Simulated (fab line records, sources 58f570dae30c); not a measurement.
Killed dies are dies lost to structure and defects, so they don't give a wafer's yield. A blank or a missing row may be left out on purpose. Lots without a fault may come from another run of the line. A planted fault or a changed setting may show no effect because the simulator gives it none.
Which tool did it? | flow berkeley_cmos170 | 14 lots, 42 wafers sampled, at 1 step of a route of 331

WHAT THE GAUGES READ, wafer by wafer
UCB170_GATE_CD_MEAS_12: target cd 350 nm. Usual: cd_nm 349.8 nm, standard deviation 1.2.
lot  | measured     | on        | cd_nm (nm)        | flag
L790 | day 6 06:09  | cd_sem-02 | 351.6 349.5 348.0 |
L792 | day 6 18:13  | cd_sem-02 | 349.6 349.7 348.5 |
L793 | day 6 23:55  | cd_sem-01 | 347.8 349.1 346.6 |
L794 | day 7 06:59  | cd_sem-01 | 351.3 350.1 352.6 |
L799 | day 7 22:44  | cd_sem-01 | 351.0 349.6 349.3 |
L803 | day 8 20:43  | cd_sem-02 | 350.7 349.9 349.2 |
L804 | day 8 20:50  | cd_sem-01 | 349.6 349.1 350.6 |
L802 | day 8 21:02  | cd_sem-02 | 349.2 350.0 349.2 |
L805 | day 9 02:58  | cd_sem-01 | 348.7 348.5 349.5 |
L806 | day 9 19:29  | cd_sem-01 | 349.5 351.0 351.0 |
L808 | day 9 19:39  | cd_sem-02 | 350.6 351.3 352.0 |
L809 | day 10 00:33 | cd_sem-02 | 350.7 351.2 350.7 |
L810 | day 10 00:47 | cd_sem-01 | 349.9 350.0 351.3 |
L811 | day 10 14:00 | cd_sem-02 | 349.5 349.2 351.0 |

WHICH TOOL RAN EACH LOT (tool, then ch and the chambers of the sampled wafers, then the start)
The record holds no process step before these readings.

WHAT THE TOOLS THEMSELVES READ (means of the sampled wafers that have a number; where no wafer has one, the mark that the record gives instead)
The record holds no such reading with a usual standard deviation.

THE ANSWER, worked out from the rows above alone
Rule: a lot is off if the mean of its wafers that have a number lies more than 3 standard deviations from the usual mean. A lot without any number at a reading at which 4 lots or more have one is off too. The other lots that the step has rows for count as sound. The gauges are gone through in route order, then the tools' own readings, and for those a lot's mean is taken as printed above. The first step at which some lot is off is used, and at that step the reading that is off furthest; a lot without a number counts as furthest.
No lot is off at any reading shown: from this, nothing can be told.

WHAT THE SIMULATOR HAD PUT IN
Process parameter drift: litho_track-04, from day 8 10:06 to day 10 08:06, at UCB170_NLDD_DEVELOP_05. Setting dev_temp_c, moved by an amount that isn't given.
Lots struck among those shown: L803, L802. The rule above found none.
